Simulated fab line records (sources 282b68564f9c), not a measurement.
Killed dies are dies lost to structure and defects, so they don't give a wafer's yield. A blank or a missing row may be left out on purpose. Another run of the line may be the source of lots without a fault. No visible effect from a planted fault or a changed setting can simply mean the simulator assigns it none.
Commonality check across tools ; flow rit cmos ; Lots sampled 15, wafers sampled 45

== WHY THIS WAS OPENED ==
Of 15 lots, 3 have the reading PLDD_TW flagged at RIT_PLDD_TW_MEAS_10. Fault-free wafers read 2364, with a standard deviation of 12.
Rule: flag the lot when none of its wafers has a number, or when each of its wafers that has one lies beyond 4 standard deviations from that mean. As for the other lots, they are considered sound.

lot;measured;on;PLDD_TW, wafer by wafer;flag
L707;day 2 21:49;film metro-01;2355 2365 2360;
L709;day 3 15:40;film metro-01;2363 2348 2354;
L711;day 3 19:11;film metro-01;2357 2354 2354;
L713;day 4 10:07;film metro-02;2371 2376 2381;
L714;day 4 12:48;film metro-04;2376 2356 2360;
L716;day 4 22:11;film metro-01;2353 2353 2349;
L718;day 5 08:27;film metro-04;2371 2367 2368;
L720;day 5 19:22;film metro-04;2365 2361 2359;
L722;day 6 03:43;film metro-04;2371 2354 2360;
L725;day 6 19:15;film metro-02;2903 2896 2890;FLAGGED
L726;day 7 00:23;film metro-01;2904 2904 2881;FLAGGED
L727;day 7 02:56;film metro-04;2871 2865 2877;FLAGGED
L728;day 7 08:21;film metro-04;2351 2348 2345;
L729;day 7 14:34;film metro-01;2362 2378 2385;
L730;day 7 21:17;film metro-01;2371 2370 2377;
Average over the flagged lots: 2888; offset from the usual +524, equal to +44 standard deviations.

== LOT BY LOT: THE TOOL USED ==
The record keeps 1 process step preceding the reading, out of 202 steps on the route. Each cell gives the tool, then ch followed by the chambers the sampled wafers passed through, then the start.
lot;flag;RIT_NLDD_COAT_01
L707;;litho track-01 ch 0, day 2 18:56
L709;;litho track-01 ch 0, day 3 12:53
L711;;litho track-03 ch 0, day 3 16:26
L713;;litho track-01 ch 0, day 4 07:21
L714;;litho track-02 ch 0, day 4 09:56
L716;;litho track-01 ch 0, day 4 19:23
L718;;litho track-01 ch 0, day 5 05:44
L720;;litho track-01 ch 0, day 5 16:37
L722;;litho track-02 ch 0, day 6 01:03
L725;FLAGGED;litho track-01, day 6 16:38
L726;FLAGGED;litho track-01, day 6 21:30
L727;FLAGGED;litho track-02, day 7 00:18
L728;;litho track-03 ch 0, day 7 05:16
L729;;litho track-02 ch 0, day 7 11:42
L730;;litho track-01 ch 0, day 7 18:25
What these steps do:
- RIT_NLDD_COAT_01: resist thk 1000 nm.
- RIT_PLDD_TW_MEAS_10

== FLAGGED OVER TOTAL, TOOL BY TOOL (the gauges that took the reading come last) ==
step;tool;lots run;flagged;share of the flagged lots;sound lots run after its first flagged lot
RIT_NLDD_COAT_01;litho track-01;9;2;some;1 (L730)
RIT_NLDD_COAT_01;litho track-02;4;1;some;1 (L729)
RIT_NLDD_COAT_01;litho track-03;2;0;none;-
RIT_PLDD_TW_MEAS_10;film metro-01;7;1;some;2 (L729,L730)
RIT_PLDD_TW_MEAS_10;film metro-02;2;1;some;0
RIT_PLDD_TW_MEAS_10;film metro-04;6;1;some;1 (L728)

== WHAT THE TABLE PERMITS ==
No row of the table ran every flagged lot.

== WHAT HAD BEEN PUT IN BY THE SIMULATOR ==
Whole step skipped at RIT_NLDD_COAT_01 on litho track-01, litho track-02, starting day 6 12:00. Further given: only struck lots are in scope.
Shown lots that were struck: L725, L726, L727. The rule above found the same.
